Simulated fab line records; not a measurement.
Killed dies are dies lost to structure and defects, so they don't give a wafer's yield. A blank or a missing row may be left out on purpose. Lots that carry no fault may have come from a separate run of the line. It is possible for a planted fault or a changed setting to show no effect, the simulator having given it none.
Which tool is to blame?    flow berkeley cmos170    Sampling: 14 lots, 42 wafers, 5 of 331 route steps

WHAT THE GAUGES SHOWED, per wafer
UCB170_PWELL_THK_MEAS_06. Usual: PWELL_NITRIDE_THK typically reads 219.5 nm, with standard deviation 2.2.
lot   measured     on             PWELL_NITRIDE_THK (nm)  flag
L264  day 3 17:50  film metro-01  213.7 214.5 214.7       
L265  day 3 17:53  film metro-01  219.3 219.7 219.8       
L266  day 3 17:56  film metro-01  220.2 218.6 218.2       
L268  day 4 04:26  film metro-03  219.4 221.9 220.4       
L267  day 4 04:27  film metro-01  219.5 217.3 219.3       
L269  day 4 11:47  film metro-01  221.3 221.5 219.8       
L270  day 4 17:54  film metro-04  222.6 220.5 218.8       
L271  day 4 22:42  film metro-03  218.8 219.5 220.3       
L276  day 6 04:13  film metro-04  218.9 218.3 219.6       
L278  day 6 16:07  film metro-01  219.3 219.8 219.3       
L280  day 7 00:07  film metro-03  219.1 219.6 216.6       
L281  day 7 00:07  film metro-01  222.6 222.2 222.4       
L284  day 7 19:59  film metro-03  219.3 219.8 221.4       
L285  day 7 19:59  film metro-01  221.6 222.5 221.7       

UCB170_PWELL_OVL_MEAS_13. Usual: PWELL_OVL typically reads 3 nm, with standard deviation 4.5.
lot   measured     on          PWELL_OVL (nm)  flag
L264  day 3 19:17  overlay-01  5 4 13          
L265  day 3 19:19  overlay-02  9 10 7          
L266  day 3 19:33  overlay-02  -2 -2 -1        
L268  day 4 05:47  overlay-01  0 0 -2          
L267  day 4 06:02  overlay-02  0 -1 8          
L269  day 4 12:41  overlay-01  4 3 4           
L270  day 4 19:47  overlay-02  2 1 5           
L271  day 5 01:22  overlay-02  -1 -1 3         
L276  day 6 05:31  overlay-02  0 0 2           
L278  day 6 17:28  overlay-02  3 4 -1          
L280  day 7 01:30  overlay-01  5 0 8           
L281  day 7 01:37  overlay-02  7 3 0           
L284  day 7 21:26  overlay-02  5 0 10          
L285  day 7 21:14  overlay-02  -3 -2 5         

UCB170_ACTIVE_THK_MEAS_06. Usual: ACTIVE_NITRIDE_THK typically reads 219.7 nm, with standard deviation 1.7.
lot   measured     on             ACTIVE_NITRIDE_THK (nm)  flag
L264  day 5 00:50  film metro-02  219.7 218.5 219.8        
L265  day 5 00:50  film metro-04  220.8 218.8 219.4        
L266  day 5 00:52  film metro-03  218.8 217.7 216.9        
L268  day 5 15:27  film metro-03  222.2 219.6 220.6        
L267  day 5 15:28  film metro-04  219.7 219.9 220.7        
L269  day 5 22:53  film metro-03  216.3 219.8 218.2        
L270  day 6 06:08  film metro-03  218.8 220.2 217.7        
L271  day 6 12:20  film metro-02  220.1 217.6 220.1        
L276  day 7 11:04  film metro-04  220.1 219.6 219.0        
L278  day 7 23:43  film metro-04  219.1 219.5 218.7        
L280  day 8 11:22  film metro-04  220.0 219.3 219.0        
L281  day 8 11:22  film metro-03  217.2 217.1 218.8        
L284  day 9 03:37  film metro-04  218.5 219.1 218.8        
L285  day 9 03:37  film metro-02  221.4 223.0 219.6        

UCB170_GATE_THK_MEAS_02. Usual: GATE_OXIDE_THK typically reads 6.59 nm, with standard deviation 0.14.
lot   measured      on             GATE_OXIDE_THK (nm)  flag
L264  day 7 00:58   film metro-01  6.53 6.65 6.49       
L265  day 7 00:58   film metro-02  6.70 6.54 6.59       
L266  day 7 00:58   film metro-03  6.37 6.32 6.38       
L268  day 7 17:58   film metro-03  6.48 6.39 6.51       
L267  day 7 17:59   film metro-01  6.53 6.61 6.58       
L269  day 7 17:59   film metro-02  6.68 6.73 6.63       
L270  day 8 05:11   film metro-02  8.70 8.79 8.82       OFF
L271  day 8 11:37   film metro-02  6.77 6.88 6.80       
L276  day 9 16:42   film metro-01  6.58 6.50 6.55       
L278  day 9 20:23   film metro-03  8.58 8.55 8.47       OFF
L280  day 10 06:46  film metro-01  6.54 6.50 6.48       
L281  day 10 06:46  film metro-03  6.59 6.48 6.57       
L284  day 11 03:13  film metro-03  6.58 6.54 6.62       
L285  day 11 03:13  film metro-02  6.52 6.42 6.41       

TOOL THAT RAN EACH LOT (tool first, then ch and the chambers of the sampled wafers, then the start)
lot   UCB170_GATE_OXIDATION_01
L264  furnace-01 ch 0, day 6 23:27
L265  furnace-01 ch 0, day 6 23:27
L266  furnace-01 ch 0, day 6 23:27
L268  furnace-01 ch 0, day 7 16:28
L267  furnace-01 ch 0, day 7 16:28
L269  furnace-01 ch 0, day 7 16:28
L270  furnace-01 ch 0, day 8 03:40
L271  furnace-02 ch 0, day 8 10:07
L276  furnace-02 ch 0, day 9 15:11
L278  furnace-01 ch 0, day 9 18:53
L280  furnace-02 ch 0, day 10 05:16
L281  furnace-02 ch 0, day 10 05:16
L284  furnace-02 ch 0, day 11 01:43
L285  furnace-02 ch 0, day 11 01:43
- UCB170_GATE_OXIDATION_01: target thk 6.6 nm, ox time 1800 s.

AS READ BY THE TOOLS THEMSELVES (means over the sampled wafers that have a number; for cases with no such wafer, the mark the record gives instead)
UCB170_GATE_OXIDATION_01. Usual: zone power load pct 20.4 %, standard deviation 2; zone power source pct 22.7 %, standard deviation 1.1.
lot   tool        zone power load pct (%)  zone power source pct (%)  flag
L264  furnace-01  18.0                     23.9                       
L265  furnace-01  18.3                     23.5                       
L266  furnace-01  18.3                     23.8                       
L268  furnace-01  18.0                     23.9                       
L267  furnace-01  18.4                     23.7                       
L269  furnace-01  18.2                     23.7                       
L270  furnace-01  18.4                     23.8                       
L271  furnace-02  22.0                     22.0                       
L276  furnace-02  22.3                     21.8                       
L278  furnace-01  18.3                     23.8                       
L280  furnace-02  22.1                     21.7                       
L281  furnace-02  21.9                     21.7                       
L284  furnace-02  21.8                     21.6                       
L285  furnace-02  22.3                     21.5                       

THE ANSWER, worked out from the rows above alone
Rule: take the mean of a lot's wafers that have a number; if it is more than 3 standard deviations from the usual mean, the lot is off. A lot without any number at a reading at which 4 lots or more have one is off too. All remaining lots with rows at the step are treated as sound. First the gauges in route order, then the tools' own readings, where a lot's mean is used as printed above. The first step at which some lot is off is used, and at that step the reading that is off furthest; a lot without a number counts as furthest.
Off: L270, L278, at UCB170_GATE_THK_MEAS_02 (GATE_OXIDE_THK).
A tool fits if, at a process step before that reading, it ran every lot that is off, and no sound lot after the first of them. Gauges at UCB170_GATE_THK_MEAS_02: tried the same way as those tools. One fits: furnace-01 at UCB170_GATE_OXIDATION_01. A fault onset in the window from L267 (day 7 16:28, its last sound lot) to L270 (day 8 03:40, its first lot off) fits.

WHAT WAS PUT IN BY THE SIMULATOR
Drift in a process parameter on furnace-01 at UCB170_GATE_OXIDATION_01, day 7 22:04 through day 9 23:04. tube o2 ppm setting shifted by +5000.
Shown lots that were struck: L270, L278. Same finding as the rule above.
